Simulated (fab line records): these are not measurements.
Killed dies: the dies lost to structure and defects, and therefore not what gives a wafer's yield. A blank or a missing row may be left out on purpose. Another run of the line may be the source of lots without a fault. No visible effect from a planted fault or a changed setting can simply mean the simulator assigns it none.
fab line records -- flow rit_cmos
[record] lots = 5, wafers = 15, last_day = 7
route steps=202 shown NSD@140 PSD@142 SDANNEAL@153 PLDD@159
lots with no fault: from the same line, run without faults
start_h: hours from the record's opening day to when the first of the lot's shown wafers began -- wait_h: hours elapsed since this lot's preceding step -- " identical to the entry in the row above -- L1.1+2: several wafers, shown together as one row -- - no value, or no start was given -- * or withheld: withheld -- < > ~ a bound
route shown NAME@n: a module of which the file shows steps, and the number in the route of the first -- usual: mean/standard deviation of fault-free wafers -- same: alike in all rows -- chamber/n: place in a boat -- sites: per-site readings -- _std_site: how widely they spread, as a standard deviation -- _edge_site: mean of outer sites minus mean of inner sites -- radius_mm: for every site, how far away it sits from the centre of the wafer -- mask NAME#n: copy n -- behind: tool/chamber where the wafer was last shaped -- hold: reason for holding the lot/hours on hold/outcome of the hold -- device: transistor that didn't switch, given as n, p or np -- end of line: the same wafers' tests at the end of the route -- a step given without rows: its recipe and nothing more -- killed: dies lost to structure and defects at the first sort, not the wafer's yield -- map: shows each die of a wafer: x if killed, . if not, _ if none is there
set.NAME: the setting that was run; set.NAME@STEP: the one run at that earlier step -- model.NAME: the simulator's own value behind a step, which no gauge read
lots at selected steps of the route; one table per step, one row per wafer
services: a tool's chamber out of use, with start hour (start_h, from the record's first day; less than 0 if before it), hours out, and reason
[[steps]]
[step RIT_NSD_STRIP_09]
[recipe] chemistry = O2, time_s = 180, resist = NOVOLAK, platen_temp_c = withheld, power_w = 500, pressure_mtorr = 4000, o2_flow_sccm = 4000
[usual] drypump_motor_current_A = 5.8/0.32
lot.wafer,tool,chamber,start_h,wait_h,drypump_motor_current_A,rf_hours_counter_h
L075.1,plasma_asher-01,1,56.69,0.1,5.5,42
L075.2,plasma_asher-01,0,56.69,0.1,6.2,42
L075.5,plasma_asher-01,1,56.69,0.1,5.5,-
L080.1,plasma_asher-04,1,84.04,0.1,5.6,43
L080.3,plasma_asher-04,0,84.04,0.1,5.5,-
L080.6,plasma_asher-04,0,84.04,0.1,5.4,-
L083.2,plasma_asher-04,1,95.81,0.1,5.6,44
L083.3,plasma_asher-04,0,95.81,0.1,5.4,-
L083.4,plasma_asher-04,1,95.81,0.1,5.6,-
L093.2,plasma_asher-01,0,147.21,0.1,6.2,51
L093.3,plasma_asher-01,0,147.21,0.1,6.2,-
L093.6,plasma_asher-01,1,147.21,0.1,5.5,-
L094.1,plasma_asher-04,0,149.84,0.1,5.4,3
L094.2,plasma_asher-04,1,149.84,0.1,5.6,3
L094.4,plasma_asher-04,1,149.84,0.1,5.6,-
[step RIT_NSD_TW_MEAS_10]
[usual] NSD_TW = 3091/33
lot.wafer,tool,chamber,start_h,wait_h,NSD_TW
L075.1,film_metro-03,-,56.86,0.1,3107
L075.2,film_metro-03,-,56.86,0.1,3118
L075.5,film_metro-03,-,56.86,0.1,3116
L080.1,film_metro-01,-,84.21,0.1,3065
L080.3,film_metro-01,-,84.21,0.1,3069
L080.6,film_metro-01,-,84.21,0.1,3060
L083.2,film_metro-01,-,95.99,0.1,3078
L083.3,film_metro-01,-,95.99,0.1,3079
L083.4,film_metro-01,-,95.99,0.1,3070
L093.2,film_metro-02,-,147.40,0.1,3136
L093.3,film_metro-02,-,147.40,0.1,3115
L093.6,film_metro-02,-,147.40,0.1,3124
L094.1,film_metro-01,-,150.02,0.1,3044
L094.2,film_metro-01,-,150.02,0.1,3052
L094.4,film_metro-01,-,150.02,0.1,3082
[step RIT_PSD_HMDS_00]
[recipe] prime_time_s = 60, prime_temp_c = 140
lot.wafer,tool,chamber,start_h,wait_h
L075.1+2+5,litho_track-03,0,56.97,0.1
L080.1+3+6,litho_track-02,0,84.27,0.1
L083.2+3+4,litho_track-04,0,96.07,0.1
L093.2+3+6,litho_track-04,0,147.47,0.1
L094.1+2+4,litho_track-04,0,150.11,0.1
[step RIT_PSD_COAT_01]
[recipe] resist = NOVOLAK, spin_rpm = 3250, resist_thk_nm = 1000
lot.wafer,tool,chamber,start_h,wait_h
L075.1+2+5,litho_track-03,0,57.12,0.1
L080.1+3+6,litho_track-02,0,84.42,0.1
L083.2+3+4,litho_track-04,0,96.22,0.1
L093.2+3+6,litho_track-04,0,147.62,0.1
L094.1+2+4,litho_track-04,0,150.26,0.1
[step RIT_PSD_SOFTBAKE_02]
[recipe] resist = NOVOLAK, temp_c = 90, time_s = 60
lot.wafer,tool,chamber,start_h,wait_h
L075.1+2+5,litho_track-03,0,57.27,0.1
L080.1+3+6,litho_track-02,0,84.57,0.1
L083.2+3+4,litho_track-04,0,96.37,0.1
L093.2+3+6,litho_track-04,0,147.77,0.1
L094.1+2+4,litho_track-04,0,150.41,0.1
[step RIT_PSD_EXPOSE_03]
[recipe] mask_id = M10, na = 0.57, target_cd_nm = 40900, dose_mj = 250
lot.wafer,tool,chamber,start_h,wait_h,mask
L075.1+2+5,iline_stepper-02,0,57.42,0.1,M10#0
L080.1+3+6,iline_stepper-01,0,84.72,0.1,M10#0
L083.2+3+4,iline_stepper-01,0,96.51,0.1,M10#0
L093.2+3+6,iline_stepper-01,0,148.04,0.2,M10#0
L094.1+2+4,iline_stepper-01,0,150.56,0.1,M10#0
[step RIT_PSD_PEB_04]
[recipe] resist = NOVOLAK, temp_c = withheld, time_s = withheld
lot.wafer,tool,chamber,start_h,wait_h
L075.1+2+5,litho_track-03,0,57.53,0.1
L080.1+3+6,litho_track-02,0,84.84,0.1
L083.2+3+4,litho_track-04,0,96.64,0.1
L093.2+3+6,litho_track-04,0,148.16,0.1
L094.1+2+4,litho_track-03,0,150.67,0.1
[step RIT_PSD_DEVELOP_05]
[recipe] resist = NOVOLAK, develop_time_s = 50, dev_temp_c = 23
lot.wafer,tool,chamber,start_h,wait_h
L075.1+2+5,litho_track-03,0,-,-
L080.1+3+6,litho_track-02,0,-,-
L083.2+3+4,litho_track-04,0,-,-
L093.2+3+6,litho_track-04,0,-,-
L094.1+2+4,litho_track-03,0,-,-
[step RIT_PSD_OVL_MEAS_06]
[usual] PSD_OVL = 0.4/1.3
lot.wafer,tool,chamber,start_h,wait_h,PSD_OVL[nm]
L075.1,overlay-02,-,57.82,-,2.0
L075.2,overlay-02,-,57.82,-,2.4
L075.5,overlay-02,-,57.82,-,1.7
L080.1,overlay-01,-,85.12,-,-1.3
L080.3,overlay-01,-,85.12,-,0.1
L080.6,overlay-01,-,85.12,-,-0.2
L083.2,overlay-01,-,96.90,-,0.5
L083.3,overlay-01,-,96.90,-,0.3
L083.4,overlay-01,-,96.90,-,1.1
L093.2,overlay-02,-,148.43,-,-0.7
L093.3,overlay-02,-,148.43,-,-1.2
L093.6,overlay-02,-,148.43,-,-0.9
L094.1,overlay-02,-,150.96,-,-0.5
L094.2,overlay-02,-,150.96,-,0.8
L094.4,overlay-02,-,150.96,-,-0.5
[step RIT_PSD_HARDBAKE_07]
[recipe] resist = NOVOLAK, temp_c = 140, time_s = 60
lot.wafer,tool,chamber,start_h,wait_h
L075.1+2+5,litho_track-02,0,57.85,0.0
L080.1+3+6,litho_track-03,0,85.16,0.0
L083.2+3+4,litho_track-04,0,96.95,0.0
L093.2+3+6,litho_track-02,0,148.48,0.0
L094.1+2+4,litho_track-03,0,150.99,0.0
[step RIT_PSD_IMPLANT_08]
[recipe] species = BF2, energy_kev = 27.45, dose_cm2 = 5e+15, tilt_deg = 7
lot.wafer,tool,chamber,start_h,wait_h
L075.1+2+5,implanter-03,0,58.00,0.1
L080.1+3+6,implanter-01,0,85.31,0.1
L083.2+3+4,implanter-03,0,97.10,0.1
L093.2+3+6,implanter-01,0,148.63,0.1
L094.1+2+4,implanter-01,0,151.14,0.1
[step RIT_PSD_STRIP_09]
[recipe] chemistry = O2, time_s = 180, resist = NOVOLAK, platen_temp_c = withheld, power_w = 500, pressure_mtorr = 4000, o2_flow_sccm = 4000
[usual] drypump_motor_current_A = 5.72/0.28
lot.wafer,tool,chamber,start_h,wait_h,drypump_motor_current_A,rf_hours_counter_h
L075.1,plasma_asher-04,0,58.15,0.1,5.39,40
L075.2,plasma_asher-04,1,58.15,0.1,5.58,40
L075.5,plasma_asher-04,1,58.15,0.1,5.57,-
L080.1,plasma_asher-03,0,85.46,0.1,6.05,29
L080.3,plasma_asher-03,0,85.46,0.1,6.03,-
L080.6,plasma_asher-03,1,85.46,0.1,5.81,-
L083.2,plasma_asher-04,0,97.23,0.1,5.35,45
L083.3,plasma_asher-04,1,97.23,0.1,5.56,-
L083.4,plasma_asher-04,0,97.23,0.1,5.39,-
L093.2,plasma_asher-01,0,148.76,0.1,6.20,52
L093.3,plasma_asher-01,1,148.76,0.1,5.55,-
L093.6,plasma_asher-01,0,148.76,0.1,6.23,-
L094.1,plasma_asher-04,1,151.29,0.1,5.57,3
L094.2,plasma_asher-04,0,151.29,0.1,5.43,3
L094.4,plasma_asher-04,0,151.29,0.1,5.41,-
[step RIT_PSD_TW_MEAS_10]
[usual] PSD_TW = 3427/35
lot.wafer,tool,chamber,start_h,wait_h,PSD_TW
L075.1,film_metro-03,-,58.33,0.1,3447
L075.2,film_metro-03,-,58.33,0.1,3433
L075.5,film_metro-03,-,58.33,0.1,3427
L080.1,film_metro-02,-,85.64,0.1,3421
L080.3,film_metro-02,-,85.64,0.1,3396
L080.6,film_metro-02,-,85.64,0.1,3405
L083.2,film_metro-03,-,97.41,0.1,3440
L083.3,film_metro-03,-,97.41,0.1,3450
L083.4,film_metro-03,-,97.41,0.1,3444
L093.2,film_metro-02,-,148.94,0.1,3426
L093.3,film_metro-02,-,148.94,0.1,3414
L093.6,film_metro-02,-,148.94,0.1,3434
L094.1,film_metro-02,-,151.47,0.1,3443
L094.2,film_metro-02,-,151.47,0.1,3438
L094.4,film_metro-02,-,151.47,0.1,3442
[step RIT_SDANNEAL_CLEAN_00]
[recipe] chemistry = SC1, mix = 3:3:50, time_s = 600, temp_c = 75
[usual] bath_heat_duty_pct = 15.4/1.5
lot.wafer,tool,chamber,start_h,wait_h,bath_heat_duty_pct
L075.1,wet_bench-04,0,58.39,0.1,15.3
L075.2,wet_bench-04,0,58.39,0.1,14.9
L075.5,wet_bench-04,0,58.39,0.1,15.1
L080.1,wet_bench-03,1,85.70,0.1,19.0
L080.3,wet_bench-03,1,85.70,0.1,18.9
L080.6,wet_bench-03,1,85.70,0.1,19.0
L083.2,wet_bench-02,3,97.46,0.0,13.6
L083.3,wet_bench-02,3,97.46,0.0,15.3
L083.4,wet_bench-02,3,97.46,0.0,14.1
L093.2,wet_bench-03,1,148.99,0.0,18.6
L093.3,wet_bench-03,1,148.99,0.0,18.7
L093.6,wet_bench-03,1,148.99,0.0,18.2
L094.1,wet_bench-04,0,151.53,0.1,16.2
L094.2,wet_bench-04,0,151.53,0.1,15.7
L094.4,wet_bench-04,0,151.53,0.1,14.9
[step RIT_SDANNEAL_CLEAN_01]
[recipe] chemistry = dHF, dilution = 50:1, time_s = 30
lot.wafer,tool,chamber,start_h,wait_h
L075.1+2+5,wet_bench-02,3,58.56,0.0
L080.1+3+6,wet_bench-03,0,85.87,0.0
L083.2+3+4,wet_bench-03,3,97.64,0.0
L093.2+3+6,wet_bench-02,1,149.17,0.0
L094.1+2+4,wet_bench-02,1,151.88,0.0
[step RIT_SDANNEAL_CLEAN_02]
[recipe] chemistry = SC2, mix = 3:3:50, time_s = 590, temp_c = 75, dry = n2_spin
[usual] bath_heat_duty_pct = 15.2/1.6
lot.wafer,tool,chamber,start_h,wait_h,bath_heat_duty_pct
L075.1,wet_bench-04,3,58.60,0.0,17.2
L075.2,wet_bench-04,3,58.60,0.0,15.6
L075.5,wet_bench-04,3,58.60,0.0,15.9
L080.1,wet_bench-02,0,85.89,0.0,14.1
L080.3,wet_bench-02,0,85.89,0.0,14.5
L080.6,wet_bench-02,0,85.89,0.0,14.1
L083.2,wet_bench-04,2,97.66,0.0,15.7
L083.3,wet_bench-04,2,97.66,0.0,15.3
L083.4,wet_bench-04,2,97.66,0.0,14.7
L093.2,wet_bench-04,0,149.18,0.0,15.9
L093.3,wet_bench-04,0,149.18,0.0,14.8
L093.6,wet_bench-04,0,149.18,0.0,15.7
L094.1,wet_bench-03,0,151.89,0.0,13.7
L094.2,wet_bench-03,0,151.89,0.0,15.3
L094.4,wet_bench-03,0,151.89,0.0,13.6
[step RIT_SDANNEAL_RTA_03]
[recipe] temp_c = 1050, time_s = 5, idle_temp_c = 600, ramp_up_c_per_s = 342, ramp_down_c_per_s = 171, cool_to_c = 600, ambient = N2
[usual] chamber_o2_ppm = 2.002/0.023, ramp_down_c_per_s = 171.00/0.033, wafer_temp_C_max = 1053.6/1.1
lot.wafer,tool,chamber,start_h,wait_h,chamber_o2_ppm,ramp_down_c_per_s,wafer_temp_C_max
L075.1,rtp_anneal-02,0,58.77,0.0,2.037,171.02,1054.2
L075.2,rtp_anneal-02,0,58.77,0.0,2.010,171.03,1055.1
L075.5,rtp_anneal-02,0,58.77,0.0,1.995,171.04,1053.9
L080.1,rtp_anneal-01,0,86.08,0.0,1.985,171.00,1054.8
L080.3,rtp_anneal-01,0,86.08,0.0,1.986,170.99,1051.4
L080.6,rtp_anneal-01,0,86.08,0.0,1.992,170.93,1052.8
L083.2,rtp_anneal-02,0,97.86,0.0,1.946,170.98,1051.3
L083.3,rtp_anneal-02,0,97.86,0.0,1.976,170.93,1054.2
L083.4,rtp_anneal-02,0,97.86,0.0,1.973,170.98,1052.6
L093.2,rtp_anneal-02,0,149.54,0.0,2.010,171.00,1052.7
L093.3,rtp_anneal-02,0,149.54,0.0,2.012,171.05,1051.5
L093.6,rtp_anneal-02,0,149.54,0.0,2.011,171.04,1051.8
L094.1,rtp_anneal-01,0,152.07,0.0,1.974,170.95,1053.8
L094.2,rtp_anneal-01,0,152.07,0.0,1.979,171.02,1052.5
L094.4,rtp_anneal-01,0,152.07,0.0,1.985,170.99,1054.3
[step RIT_SDANNEAL_RS_MEAS_04]
[recipe] thk_meas_gauge = four-point-probe
[usual] PSD_RS = 114.98/0.29
lot.wafer,tool,chamber,start_h,wait_h,PSD_RS[ohm/sq]
L075.1,film_metro-01,-,58.83,0.0,115.14
L075.2,film_metro-01,-,58.83,0.0,114.89
L075.5,film_metro-01,-,58.83,0.0,114.78
L080.1,film_metro-03,-,86.14,0.0,114.59
L080.3,film_metro-03,-,86.14,0.0,115.10
L080.6,film_metro-03,-,86.14,0.0,115.23
L083.2,film_metro-02,-,97.93,0.1,115.03
L083.3,film_metro-02,-,97.93,0.1,114.78
L083.4,film_metro-02,-,97.93,0.1,114.87
L093.2,film_metro-03,-,149.61,0.1,115.15
L093.3,film_metro-03,-,149.61,0.1,115.54
L093.6,film_metro-03,-,149.61,0.1,115.54
L094.1,film_metro-02,-,152.13,0.0,115.18
L094.2,film_metro-02,-,152.13,0.0,114.88
L094.4,film_metro-02,-,152.13,0.0,114.92
[step RIT_SDANNEAL_RS_MEAS_05]
[recipe] thk_meas_gauge = four-point-probe
[usual] NSD_RS = 84.65/0.28
lot.wafer,tool,chamber,start_h,wait_h,NSD_RS[ohm/sq]
L075.1,film_metro-01,-,58.95,0.1,84.73
L075.2,film_metro-01,-,58.95,0.1,85.12
L075.5,film_metro-01,-,58.95,0.1,84.63
L080.1,film_metro-03,-,86.26,0.1,84.48
L080.3,film_metro-03,-,86.26,0.1,84.32
L080.6,film_metro-03,-,86.26,0.1,84.72
L083.2,film_metro-02,-,98.05,0.1,84.63
L083.3,film_metro-02,-,98.05,0.1,84.66
L083.4,film_metro-02,-,98.05,0.1,84.55
L093.2,film_metro-03,-,149.73,0.1,84.92
L093.3,film_metro-03,-,149.73,0.1,84.83
L093.6,film_metro-03,-,149.73,0.1,85.09
L094.1,film_metro-02,-,152.25,0.1,84.99
L094.2,film_metro-02,-,152.25,0.1,84.44
L094.4,film_metro-02,-,152.25,0.1,84.36
[step RIT_SDANNEAL_RS_MEAS_06]
[recipe] thk_meas_gauge = four-point-probe
[usual] PLDD_RS = 178.5/0.53
lot.wafer,tool,chamber,start_h,wait_h,PLDD_RS[ohm/sq]
L075.1,film_metro-01,-,59.07,0.1,178.3
L075.2,film_metro-01,-,59.07,0.1,178.2
L075.5,film_metro-01,-,59.07,0.1,178.8
L080.1,film_metro-03,-,86.38,0.1,178.1
L080.3,film_metro-03,-,86.38,0.1,178.9
L080.6,film_metro-03,-,86.38,0.1,178.2
L083.2,film_metro-02,-,98.17,0.1,178.6
L083.3,film_metro-02,-,98.17,0.1,178.2
L083.4,film_metro-02,-,98.17,0.1,178.6
L093.2,film_metro-03,-,149.85,0.1,179.0
L093.3,film_metro-03,-,149.85,0.1,179.5
L093.6,film_metro-03,-,149.85,0.1,179.1
L094.1,film_metro-02,-,152.37,0.1,179.5
L094.2,film_metro-02,-,152.37,0.1,179.1
L094.4,film_metro-02,-,152.37,0.1,179.1
[[services]]
tool,chamber,start_h,hours,kind
implanter-01,-,36.80,3.0,repair
wet_bench-02,-,49.74,1.7,repair
plasma_asher-03,-,80.05,2.8,pm
iline_stepper-01,0,81.80,-,calibration
plasma_asher-01,-,86.60,2.0,repair
implanter-01,-,87.16,1.8,repair
implanter-01,-,96.89,0.7,repair
plasma_asher-04,-,108.75,9.0,pm
plasma_asher-04,0,108.75,9.0,vent_cycle
plasma_asher-04,1,108.75,9.0,vent_cycle
plasma_asher-04,0,117.75,-,clean
plasma_asher-04,1,117.75,-,clean
implanter-03,-,128.68,36.5,repair
iline_stepper-02,-,141.08,2.1,pm
iline_stepper-02,-,143.16,-,consumable_replace:lamp
[[key]]
fault none
